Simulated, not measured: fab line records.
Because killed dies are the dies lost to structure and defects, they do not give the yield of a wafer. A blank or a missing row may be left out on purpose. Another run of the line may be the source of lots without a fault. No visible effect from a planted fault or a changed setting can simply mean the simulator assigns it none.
The tool behind it: which one? | flow rit-cmos | 14 lots, 42 wafers sampled, at 3 steps of a route of 202

## WHAT EACH GAUGE READ, for each wafer
RIT_PWELL_TW_MEAS_10.
lot  | measured    | on            | PWELL_TW
L507 | day 1 23:00 | film-metro-04 | 948 949 952
L508 | day 2 06:46 | film-metro-04 | 965 958 956
L509 | day 2 12:14 | film-metro-01 | 940 943 943
L510 | day 2 20:35 | film-metro-01 | 939 942 937
L511 | day 3 02:18 | film-metro-03 | 953 944 948
L512 | day 3 07:18 | film-metro-04 | 954 955 959
L513 | day 3 10:45 | film-metro-01 | 939 939 934
L514 | day 3 16:25 | film-metro-04 | 956 957 956
L515 | day 3 18:21 | film-metro-01 | 936 943 937
L516 | day 3 22:01 | film-metro-03 | 944 949 948
L517 | day 4 10:02 | film-metro-04 | 953 954 954
L518 | day 4 12:43 | film-metro-04 | 954 947 954
L526 | day 5 23:32 | film-metro-01 | 1132 1123 1121
L530 | day 6 21:27 | film-metro-04 | 1137 1135 1135

RIT_WELLDRIVE_RS_MEAS_02: uses a four-point probe to measure.
lot  | measured    | on            | PWELL_RS (ohm/sq)
L507 | day 2 04:39 | film-metro-04 | 430.3 429.8 429.1
L508 | day 2 13:52 | film-metro-04 | 429.5 428.9 430.1
L509 | day 2 20:52 | film-metro-04 | 427.6 427.6 428.2
L510 | day 3 03:19 | film-metro-01 | 429.9 429.8 430.5
L511 | day 3 09:28 | film-metro-03 | 429.5 429.8 429.0
L512 | day 3 13:32 | film-metro-01 | 430.9 431.0 431.3
L513 | day 3 17:26 | film-metro-01 | 432.3 431.1 432.4
L514 | day 3 23:09 | film-metro-03 | 430.6 430.4 431.8
L515 | day 4 02:20 | film-metro-04 | 430.2 431.8 429.8
L516 | day 4 07:26 | film-metro-04 | 431.0 431.1 430.4
L517 | day 4 15:20 | film-metro-04 | 429.9 429.4 429.8
L518 | day 4 18:23 | film-metro-01 | 431.1 432.0 431.4
L526 | day 6 05:28 | film-metro-01 | 306.3 306.1 307.6
L530 | day 7 02:43 | film-metro-01 | 306.4 305.7 305.9

## WHICH TOOL RAN EACH LOT (tool, then ch and the chambers of the sampled wafers, then the start)
lot  | RIT_PWELL_IMPLANT_08
L507 | implanter-01 ch 0, day 1 22:41
L508 | implanter-01 ch 0, day 2 06:27
L509 | implanter-02 ch 0, day 2 11:54
L510 | implanter-02 ch 0, day 2 20:19
L511 | implanter-02 ch 0, day 3 01:59
L512 | implanter-02 ch 0, day 3 07:01
L513 | implanter-03 ch 0, day 3 10:26
L514 | implanter-03 ch 0, day 3 16:05
L515 | implanter-01 ch 0, day 3 18:02
L516 | implanter-02 ch 0, day 3 21:43
L517 | implanter-01 ch 0, day 4 09:44
L518 | implanter-01 ch 0, day 4 12:24
L526 | implanter-03 ch 0, day 5 23:13
L530 | implanter-03 ch 0, day 6 21:08
- RIT_PWELL_IMPLANT_08

## AS READ BY THE TOOLS THEMSELVES (means over the sampled wafers that have a number; for cases with no such wafer, the mark the record gives instead)
RIT_PWELL_IMPLANT_08.
lot  | tool         | beam-on-s (s) | dose-ions-cm2 | faraday-current-uA
L507 | implanter-01 | 10.01         | 7e+13         | 222
L508 | implanter-01 | 10.01         | 7e+13         | 221
L509 | implanter-02 | 10.09         | 7e+13         | 220
L510 | implanter-02 | 9.88          | 7e+13         | 225
L511 | implanter-02 | 10.00         | 7e+13         | 222
L512 | implanter-02 | 9.92          | 7e+13         | 224
L513 | implanter-03 | 10.10         | 7e+13         | 219
L514 | implanter-03 | 10.06         | 7e+13         | 220
L515 | implanter-01 | 10.13         | 7e+13         | 220
L516 | implanter-02 | 10.16         | 7e+13         | 218
L517 | implanter-01 | 9.89          | 7e+13         | 224
L518 | implanter-01 | 10.11         | 7e+13         | 219
L526 | implanter-03 | 9.84          | 1e+14         | 393
L530 | implanter-03 | 9.92          | 1e+14         | 389

## THE ANSWER, worked out from the rows above alone
Rule: the lots themselves supply what counts as usual. The widest of any qualifying gaps counts: lots, ordered by their means at a reading, are off when they make up no more than a third of the lots, leave a main group of 4 or more, and stand apart from it by 3 or more times the standard deviation of that group's means. A main group whose means are all the same, to the digits that the tables above print for the reading, isn't used. Also off: a lot with no number at a reading for which 4 or more lots have one. Any other lot the step has rows for is counted as sound. First the gauges in route order, then the tools' own readings, where a lot's mean is used as printed above. The first step at which some lot is off is used, and at that step the reading that is off furthest; a lot without a number counts as furthest.
Off: at RIT_PWELL_TW_MEAS_10 (PWELL_TW), L526, L530. Mean 948 and standard deviation 7.2 in the main group.
If a tool, at a process step before that reading, ran all the lots that are off and no sound lot after the first of them, it fits. Not tried: the gauges at RIT_PWELL_TW_MEAS_10; whatever is off there is also off at RIT_PWELL_IMPLANT_08, on other tools, and gauge error can't account for it. One fits: implanter-03 at RIT_PWELL_IMPLANT_08. Its last sound lot is L514 (day 3 16:05), its first lot that is off L526 (day 5 23:13): a fault that began between those two fits.
The tool's own readings at RIT_PWELL_IMPLANT_08 bear it out: on the lots that are off they differ by more than 5 times the standard deviation of the sound lots' means. dose-ions-cm2 reads 1e+14 there against 7e+13 on the sound lots; faraday-current-uA reads 391 there against 221 on the sound lots.

## WHAT HAD BEEN PUT IN BY THE SIMULATOR
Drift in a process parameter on implanter-03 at RIT_PWELL_IMPLANT_08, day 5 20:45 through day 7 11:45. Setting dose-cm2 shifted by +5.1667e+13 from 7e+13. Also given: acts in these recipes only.
Struck lots among those shown: L526, L530. The same result came from the rule above.
